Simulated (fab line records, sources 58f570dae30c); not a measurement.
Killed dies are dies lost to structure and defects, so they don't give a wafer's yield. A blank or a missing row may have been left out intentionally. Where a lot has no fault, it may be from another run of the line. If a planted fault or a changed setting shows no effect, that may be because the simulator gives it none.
Split-lot trial :: flow berkeley_cmos170 :: 16 wafers read across 5 lots, on a route 331 steps long

THE SPLIT
At UCB170_ACTIVE_CVD_05 (deposits Si3N4 from SiH2Cl2/NH3, target thk 220 nm, time 3300 s), the setting sih2cl2_flow_sccm was moved away from the recipe's 25 sccm on 10 of the 16 wafers read, by -8.0% to +6.3%. The other wafers ran this setting at the recipe's value.

FROM SPLIT TO READING: 1 step shown by the file between the two
- UCB170_ACTIVE_HMDS_07: prime time 60 s

THE READING
etch.depth_nm (the simulator's own value, which no gauge read), in nm, at UCB170_ACTIVE_ETCH_15 (etches Si3N4 in CH3F/Ar/O2, stops on SiO2, target depth 242 nm, time 145.6 s). The file gives no usual value for it. Here, 6 wafers ran the recipe; their average is 222.1 nm with a standard deviation of 0.93 nm.

wafer: L076.2
tool, chamber at the split: lpcvd-01, 1
sih2cl2_flow_sccm as run, sccm: 25
against the recipe: recipe
etch.depth_nm, nm: 222
against lot-mates on the recipe: -

wafer: L076.4
tool, chamber at the split: lpcvd-01, 1
sih2cl2_flow_sccm as run, sccm: 25
against the recipe: recipe
etch.depth_nm, nm: 222
against lot-mates on the recipe: -

wafer: L076.6
tool, chamber at the split: lpcvd-01, 1
sih2cl2_flow_sccm as run, sccm: 25
against the recipe: recipe
etch.depth_nm, nm: 221.5
against lot-mates on the recipe: -

wafer: L080.1
tool, chamber at the split: -, -
sih2cl2_flow_sccm as run, sccm: 23.01
against the recipe: -8.0%
etch.depth_nm, nm: 215.1
against lot-mates on the recipe: no lot-mate on the recipe

wafer: L080.2
tool, chamber at the split: -, -
sih2cl2_flow_sccm as run, sccm: 23.01
against the recipe: -8.0%
etch.depth_nm, nm: 216.2
against lot-mates on the recipe: no lot-mate on the recipe

wafer: L080.3
tool, chamber at the split: -, -
sih2cl2_flow_sccm as run, sccm: 23.01
against the recipe: -8.0%
etch.depth_nm, nm: 215.4
against lot-mates on the recipe: no lot-mate on the recipe

wafer: L080.6
tool, chamber at the split: -, -
sih2cl2_flow_sccm as run, sccm: 23.01
against the recipe: -8.0%
etch.depth_nm, nm: 215.4
against lot-mates on the recipe: no lot-mate on the recipe

wafer: L080.4
tool, chamber at the split: -, -
sih2cl2_flow_sccm as run, sccm: 23.01
against the recipe: -8.0%
etch.depth_nm, nm: 215.5
against lot-mates on the recipe: no lot-mate on the recipe

wafer: L081.3
tool, chamber at the split: -, -
sih2cl2_flow_sccm as run, sccm: 25
against the recipe: recipe
etch.depth_nm, nm: 221
against lot-mates on the recipe: -

wafer: L081.4
tool, chamber at the split: -, -
sih2cl2_flow_sccm as run, sccm: 25
against the recipe: recipe
etch.depth_nm, nm: 222.1
against lot-mates on the recipe: -

wafer: L081.5
tool, chamber at the split: -, -
sih2cl2_flow_sccm as run, sccm: 25
against the recipe: recipe
etch.depth_nm, nm: 224
against lot-mates on the recipe: -

wafer: L082.2
tool, chamber at the split: -, -
sih2cl2_flow_sccm as run, sccm: 23.8
against the recipe: -4.8%
etch.depth_nm, nm: 216.7
against lot-mates on the recipe: no lot-mate on the recipe

wafer: L082.6
tool, chamber at the split: -, -
sih2cl2_flow_sccm as run, sccm: 23.8
against the recipe: -4.8%
etch.depth_nm, nm: 218.9
against lot-mates on the recipe: no lot-mate on the recipe

wafer: L083.1
tool, chamber at the split: -, -
sih2cl2_flow_sccm as run, sccm: 26.57
against the recipe: +6.3%
etch.depth_nm, nm: 223.4
against lot-mates on the recipe: no lot-mate on the recipe

wafer: L083.2
tool, chamber at the split: -, -
sih2cl2_flow_sccm as run, sccm: 26.57
against the recipe: +6.3%
etch.depth_nm, nm: 224.1
against lot-mates on the recipe: no lot-mate on the recipe

wafer: L083.5
tool, chamber at the split: -, -
sih2cl2_flow_sccm as run, sccm: 26.57
against the recipe: +6.3%
etch.depth_nm, nm: 225.2
against lot-mates on the recipe: no lot-mate on the recipe

THE FIT
A straight line over all 16 wafers: etch.depth_nm changes by +0.653 nm for each +1% of sih2cl2_flow_sccm; r = +0.95; the points scatter about the line by 1.2 nm.
Too few moved wafers have a lot-mate on the recipe to fit a line with each lot's own level taken away.

THE WHOLE CHAIN: every reading that the file lists as answering this split, in the file's order
step: UCB170_ACTIVE_CVD_05
what it does: deposits Si3N4 from SiH2Cl2/NH3, target thk 220 nm, time 3300 s
reading: Si3N4_of_ACTIVE_CVD_05.thk_nm (the simulator's own value, which no gauge read)
change (the file's fit): +0.608 nm for each +1% of the setting
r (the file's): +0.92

step: UCB170_ACTIVE_ETCH_15
what it does: etches Si3N4 in CH3F/Ar/O2, stops on SiO2, target depth 242 nm, time 145.6 s
reading: etch.depth_nm (the simulator's own value, which no gauge read)
change (the file's fit): +0.652 nm for each +1% of the setting
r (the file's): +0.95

THE FILE'S OWN FIT
etch.depth_nm changes by +0.652 nm for each +1% of sih2cl2_flow_sccm, r = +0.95.
